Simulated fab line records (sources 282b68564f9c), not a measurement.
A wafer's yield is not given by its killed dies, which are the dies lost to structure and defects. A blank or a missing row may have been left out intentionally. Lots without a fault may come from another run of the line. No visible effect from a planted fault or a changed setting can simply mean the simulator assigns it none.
Which tool did it? | flow ritCmos | 14 lots, 42 wafers sampled, at 1 step of a route of 202

## WHAT THE GAUGES READ, wafer by wafer
The record lacks any reading of a measuring or inspecting step that a usual standard deviation could be used to judge.

## WHICH TOOL RAN EACH LOT (tool, then ch and the chambers of the sampled wafers, then the start)
lot  | RIT_NWELL_DEVELOP_05
L373 | lithoTrack-04 ch 0, day 1 21:00
L374 | lithoTrack-04 ch 0, day 2 06:00
L376 | lithoTrack-02 ch 0, day 2 17:00
L377 | lithoTrack-03 ch 0, day 2 20:00
L380 | lithoTrack-04 ch 0, day 3 08:00
L382 | lithoTrack-03 ch 0, day 3 18:00
L383 | lithoTrack-03 ch 0, day 4 00:00
L384 | lithoTrack-04 ch 0, day 4 05:00
L385 | lithoTrack-02 ch 0, day 4 11:00
L389 | lithoTrack-02 ch 0, day 5 05:00
L391 | lithoTrack-03 ch 0, day 5 14:00
L392 | lithoTrack-03 ch 0, day 5 20:00
L393 | lithoTrack-02 ch 0, day 6 01:00
L396 | lithoTrack-02 ch 0, day 6 17:00
- RIT_NWELL_DEVELOP_05: develop time 68 s.

## WHAT THE TOOLS THEMSELVES READ (means of the sampled wafers that have a number; where no wafer has one, the mark that the record gives instead)
RIT_NWELL_DEVELOP_05.
lot  | tool          | developerTempC (C)
L373 | lithoTrack-04 | 22.99
L374 | lithoTrack-04 | 23.10
L376 | lithoTrack-02 | 22.95
L377 | lithoTrack-03 | 23.00
L380 | lithoTrack-04 | 22.09
L382 | lithoTrack-03 | 22.98
L383 | lithoTrack-03 | 22.93
L384 | lithoTrack-04 | 22.15
L385 | lithoTrack-02 | 22.97
L389 | lithoTrack-02 | 23.09
L391 | lithoTrack-03 | 22.98
L392 | lithoTrack-03 | 23.04
L393 | lithoTrack-02 | 23.04
L396 | lithoTrack-02 | 23.05

## THE ANSWER, worked out from the rows above alone
Rule: the usual values come from the lots themselves. Put in order of their means at a reading, lots are off if they are a third of the lots or fewer, leave a main group of 4 or more, and stand apart from it by a gap of 3 or more times the standard deviation of the main group's means; of several such gaps the widest counts. A main group is skipped when, at the precision printed for the reading in the tables above, its means are all equal. A lot without any number at a reading at which 4 lots or more have one is off too. The other lots that the step has rows for count as sound. First the gauges in route order, then the tools' own readings, where a lot's mean is used as printed above. At the first step where some lot is off, the reading lying furthest off is the one used; lots without a number count as furthest.
Off at RIT_NWELL_DEVELOP_05 (developerTempC): L380, L384. The main group has a mean of 23.01 C with a standard deviation of 0.051.
If a tool, at that step or one of the process steps before it, ran each lot that is off and ran no sound lot following the first of them, it fits. One fits: lithoTrack-04 at RIT_NWELL_DEVELOP_05. A fault onset in the window from L374 (day 2 06:00, its last sound lot) to L380 (day 3 08:00, its first lot off) fits.
On the lots that are off, the tool's own readings at RIT_NWELL_DEVELOP_05 differ by more than 5 times the standard deviation of the sound lots' means, which bears it out; developerTempC reads 22.12 C there versus 23.01 C on the sound lots.

## WHAT THE SIMULATOR HAD INSERTED
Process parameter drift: lithoTrack-04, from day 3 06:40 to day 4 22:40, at RIT_NWELL_DEVELOP_05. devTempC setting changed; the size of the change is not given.
Struck lots among those shown: L380, L384. This agrees with what the rule above found.
